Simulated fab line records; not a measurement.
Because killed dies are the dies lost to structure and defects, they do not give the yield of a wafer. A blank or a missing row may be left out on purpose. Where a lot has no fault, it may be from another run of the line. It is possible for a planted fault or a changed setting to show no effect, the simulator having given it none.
fab line records	flow berkeleyCmos170
[record] lots = 5	wafers = 15	lastDay = 12
route steps=331 shown V1@256
lots that met no fault: from a run of the same line without faults
startH: hours from the record's first day to the start of the lot's first wafer shown	waitH: time in hours since the lot's previous step	" identical to the entry in the row above	L1.1+2: a single row standing in for several wafers	- either no value or no given start	* or withheld: withheld	< > ~ a bound
route shown NAME@n: a module of which the file shows steps, and the number in the route of the first	usual: the fault-free wafers' mean and standard deviation	same: alike in all rows	chamber/n: place in a boat	sites: readings site by site	_std_site: how widely they spread, as a standard deviation	_edge_site: outer sites' mean less inner sites'	radiusMm: for every site, how far away it sits from the centre of the wafer	mask NAME#n: copy n	behind: the last tool/chamber to shape the wafer	hold: cause of the lot's hold/its duration in hours/its outcome	device: transistor that didn't switch, given as n, p or np	end of line: the route-end tests of the same wafers	step lacking rows: just its recipe	killed: dies lost to structure and defects at the first sort, not the wafer's yield	map: a wafer's dies, marking killed ones x, the rest . and places with no die _
set.NAME: the setting the step ran with; set.NAME@STEP: the setting that earlier step ran with	model.NAME: the simulator's own value behind a step, which no gauge read
lots at some steps of the route; a table a step, a row a wafer
services: the hour from which a tool's chamber was out of use, counted from the record's first day as startH (under 0 if before that day), plus the number of hours and why
[[steps]]
[step UCB170_V1_CMP_02]
[recipe] material = SiO2	downForcePsi = 6	platenRpm = 60	padVelocityMS = 0.75398
[usual] motorCurrentA = 16.1/1.4	retainingRingPressureFrac = 1.000/0.005
lot.wafer	tool	chamber	startH	waitH	motorCurrentA	retainingRingPressureFrac
L518.4	cmp-02	2	177.33	0.1	15.2	0.993
L518.3	"	3	"	"	16.0	1.003
L518.6	"	2	"	"	15.7	0.997
L523.4	cmp-01	1	193.47	0.0	17.3	1.004
L523.3	"	2	"	"	15.2	0.993
L523.6	"	2	"	"	14.6	0.988
L536.2	cmp-02	2	252.42	0.0	15.4	0.992
L536.4	"	0	"	"	15.1	1.000
L536.1	"	1	"	"	14.8	0.998
L533.3	cmp-01	3	252.72	0.2	18.5	0.995
L533.2	"	1	"	"	16.9	1.010
L533.6	"	3	"	"	17.2	1.003
L538.3	cmp-02	3	272.43	0.0	16.2	1.010
L538.4	"	0	"	"	15.8	1.007
L538.5	"	0	"	"	16.2	1.002
[step UCB170_V1_BOW_MEAS_03]
[recipe] mode = bow
[usual] V1_BOW = 18/6.9
lot.wafer	tool	chamber	startH	waitH	V1_BOW[um]
L518.3	filmMetro-04	-	177.62	0.2	13
L518.4	"	-	"	"	6
L518.6	"	-	"	"	17
L523.3	filmMetro-02	-	193.81	0.2	25
L523.4	"	-	"	"	20
L523.6	"	-	"	"	15
L536.1	filmMetro-02	-	252.72	0.1	19
L536.2	"	-	"	"	13
L536.4	"	-	"	"	19
L533.2	filmMetro-01	-	253.07	0.2	13
L533.3	"	-	"	"	19
L533.6	"	-	"	"	7
L538.3	filmMetro-04	-	272.77	0.3	14
L538.4	"	-	"	"	17
L538.5	"	-	"	"	13
[step UCB170_V1_THK_MEAS_04]
[recipe] reads = SiO2_of_V1_CVD_00
[usual] V1_POLISHED_THK = 1000.1/1.2
lot.wafer	tool	chamber	startH	waitH	V1_POLISHED_THK[nm]
L518.3	filmMetro-04	-	177.72	0.1	1001.5
L518.4	"	-	"	"	1000.3
L518.6	"	-	"	"	1000.7
L523.3	filmMetro-02	-	193.91	0.1	999.6
L523.4	"	-	"	"	1000.2
L523.6	"	-	"	"	999.5
L536.1	filmMetro-02	-	252.84	0.1	1001.8
L536.2	"	-	"	"	1001.2
L536.4	"	-	"	"	999.2
L533.2	filmMetro-01	-	253.18	0.1	1001.9
L533.3	"	-	"	"	998.8
L533.6	"	-	"	"	1000.4
L538.3	filmMetro-04	-	272.87	0.1	999.7
L538.4	"	-	"	"	997.4
L538.5	"	-	"	"	999.1
[step UCB170_V1_CLEAN_05]
[recipe] chemistry = DIW
[step UCB170_V1_HMDS_06]
[recipe] primeTimeS = 60	primeTempC = 100
[step UCB170_V1_COAT_07]
[recipe] resist = KrF	spinRpm = 1500	resistThkNm = 900
[step UCB170_V1_SOFTBAKE_08]
[recipe] resist = KrF	tempC = 130	timeS = 60
[step UCB170_V1_EXPOSE_09]
[recipe] maskId = VIA1	targetCdNm = 700	na = 0.5	sigmaOuter = 0.6	sourceShape = conventional	doseMj = 37
[step UCB170_V1_PEB_10]
[recipe] pebTempC = 130	pebTimeS = withheld	resist = KrF
[step UCB170_V1_DEVELOP_11]
[recipe] developer = TMAH	developTimeS = 45	resist = KrF	devTempC = 21
[step UCB170_V1_CD_MEAS_12]
[recipe] targetCdNm = 700
[usual] cdNm = 700.2/1.4
lot.wafer	tool	chamber	startH	waitH	cdNm
L518.3	cdSem-01	-	180.04	-	698.7
L518.4	"	-	"	"	697.6
L518.6	"	-	"	"	697.4
L523.3	cdSem-01	-	195.91	-	702.0
L523.4	"	-	"	"	703.4
L523.6	"	-	"	"	703.2
L536.1	cdSem-01	-	254.17	-	701.5
L536.2	"	-	"	"	700.3
L536.4	"	-	"	"	701.4
L533.2	cdSem-02	-	255.03	-	699.3
L533.3	"	-	"	"	701.2
L533.6	"	-	"	"	699.1
L538.3	cdSem-01	-	274.41	-	699.5
L538.4	"	-	"	"	699.8
L538.5	"	-	"	"	699.6
[step UCB170_V1_OVL_MEAS_13]
[usual] V1_OVL = -2/4.7
lot.wafer	tool	chamber	startH	waitH	V1_OVL[nm]
L518.3	overlay-02	-	180.13	0.1	-3
L518.4	"	-	"	"	-7
L518.6	"	-	"	"	-6
L523.3	overlay-01	-	196.01	0.1	-9
L523.4	"	-	"	"	-12
L523.6	"	-	"	"	-17
L536.1	overlay-01	-	254.29	0.1	1
L536.2	"	-	"	"	13
L536.4	"	-	"	"	11
L533.2	overlay-01	-	255.14	0.1	0
L533.3	"	-	"	"	-3
L533.6	"	-	"	"	-1
L538.3	overlay-01	-	274.51	0.1	3
L538.4	"	-	"	"	8
L538.5	"	-	"	"	0
[step UCB170_V1_ETCH_14]
[recipe] chemistry = CHF3/CF4/Ar	target = SiO2	stopOn = Al	CHF3_flow_sccm = 45	cf4FlowSccm = 15	Ar_flow_sccm = 150	pressureMtorr = 200	rfW = 700	targetDepthA = 12500	overEtchFrac = 0.25	timeS = 291
[usual] chamberPressureMTorr = 200.00/0.17	drypumpMotorCurrentA = 5.7/0.32	oesProductAu = 0.877/0.011	runLengthS = 319.3/0.37	throttleValvePct = 6.96/0.14
lot.wafer	tool	chamber	startH	waitH	chamberPressureMTorr	drypumpMotorCurrentA	oesProductAu	rfHoursCounterH	runLengthS	throttleValvePct
L518.3	rieDiel-02	0	180.16	0.0	200.12	5.2	0.884	81	319.4	6.90
L518.4	"	3	"	"	199.96	5.4	0.889	4	319.2	7.14
L518.6	"	3	"	"	199.85	5.4	0.902	-	319.3	7.14
L523.3	rieDiel-01	0	196.03	0.0	200.25	6.0	0.866	111	318.5	6.95
L523.4	"	3	"	"	200.20	5.4	0.883	19	320.0	6.95
L523.6	"	2	"	"	200.00	5.8	0.872	-	319.5	7.06
L536.1	rieDiel-02	1	254.33	0.0	199.89	5.8	0.870	104	319.2	6.74
L536.2	"	2	"	"	199.84	5.6	0.869	39	318.6	6.85
L536.4	"	0	"	"	200.08	5.2	0.885	84	320.0	6.91
L533.2	rieDiel-01	0	255.17	0.0	200.11	6.1	0.894	115	311.2	6.98
L533.3	"	3	"	"	199.69	5.4	0.877	22	319.7	6.97
L533.6	"	1	"	"	199.86	5.8	0.858	-	319.0	7.10
L538.3	rieDiel-02	2	274.53	0.0	199.71	5.6	0.866	40	318.7	6.86
L538.4	"	1	"	"	199.97	5.8	0.869	104	319.2	6.72
L538.5	"	2	"	"	199.90	5.6	0.868	-	319.5	6.86
[step UCB170_V1_STRIP_15]
[recipe] chemistry = O2	powerW = 400	pressureMtorr = 3500	platenTempC = withheld	o2FlowSccm = 400	overashFraction = 0.5
[usual] chamberPressureMTorr = 3500/3.3	drypumpMotorCurrentA = 5.6/0.36	oesProductAu = 0.722/0.0043	stripTimeToEndpointS = 15.33/0.14
lot.wafer	tool	chamber	startH	waitH	chamberPressureMTorr	drypumpMotorCurrentA	oesProductAu	rfHoursCounterH	stripTimeToEndpointS
L518.3	plasmaAsher-04	0	180.37	0.1	3502	5.7	0.718	-	15.40
L518.4	"	1	"	"	3504	5.3	0.727	-	15.61
L518.6	"	1	"	"	3503	5.4	0.713	-	15.58
L523.3	plasmaAsher-01	1	196.31	0.2	3506	5.5	0.719	-	15.54
L523.4	"	0	"	"	3505	4.8	0.720	-	15.10
L523.6	"	0	"	"	3498	4.9	0.725	-	15.42
L536.1	plasmaAsher-04	1	254.50	0.1	3502	5.3	0.722	55	15.19
L536.2	"	0	"	"	3503	5.8	0.719	55	15.21
L536.4	"	1	"	"	3499	5.3	0.711	-	15.32
L533.2	plasmaAsher-02	0	255.35	0.1	3503	5.7	0.720	43	15.65
L533.3	"	0	"	"	3499	5.7	0.725	-	15.13
L533.6	"	1	"	"	3507	6.1	0.722	-	15.33
L538.3	plasmaAsher-02	0	274.74	0.1	3499	5.7	0.725	-	15.23
L538.4	"	1	"	"	3502	6.2	0.724	-	15.30
L538.5	"	1	"	"	3498	6.2	0.718	-	15.28
[[services]]
tool	chamber	startH	hours	kind
plasmaAsher-02	-	159.45	5.5	repair
cmp-01	-	162.94	2.3	repair
plasmaAsher-02	-	171.19	3.6	repair
rieDiel-02	0	184.24	3.6	repair
rieDiel-02	1	186.46	15.6	repair
plasmaAsher-02	-	188.19	11.2	repair
cmp-02	-	188.27	0.4	repair
plasmaAsher-04	-	195.63	3.0	repair
rieDiel-01	2	209.12	-	clean
rieDiel-01	2	209.12	21.4	scheduledDown
rieDiel-01	2	209.12	21.4	ventCycle
cmp-01	-	226.09	4.6	pm
cmp-02	-	226.85	0.3	repair
cmp-02	-	232.35	4.0	pm
cmp-02	-	236.35	-	consumableReplace:conditioner
cmp-02	-	236.35	-	consumableReplace:pad
cmp-01	-	242.68	0.4	repair
plasmaAsher-04	-	261.34	14.6	pm
cmp-02	-	262.19	0.9	repair
rieDiel-01	0	268.56	10.6	repair
[[key]]
[firstSign] step = UCB170_V1_ETCH_14	reading = runLengthS	direction = down	sigmas = 22	usual = *	struck = *
effect none on later readings
metAt UCB170_V1_ETCH_14
struckWafers L533.2
sortLeftOut L533.2
onsetBetween 196.03 255.17
[fault] kind = processParameterDrift	tool = rieDiel-01	chamber = 0	onsetH = 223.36	steps = UCB170_V1_ETCH_14	channel = timeS	offset = *	shape = step	endH = 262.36	actsIn = *	stated = *
// sortLeftOut: the simulated sort isn't trusted on such a fault, so these wafers' sort isn't shown, and their yield isn't known
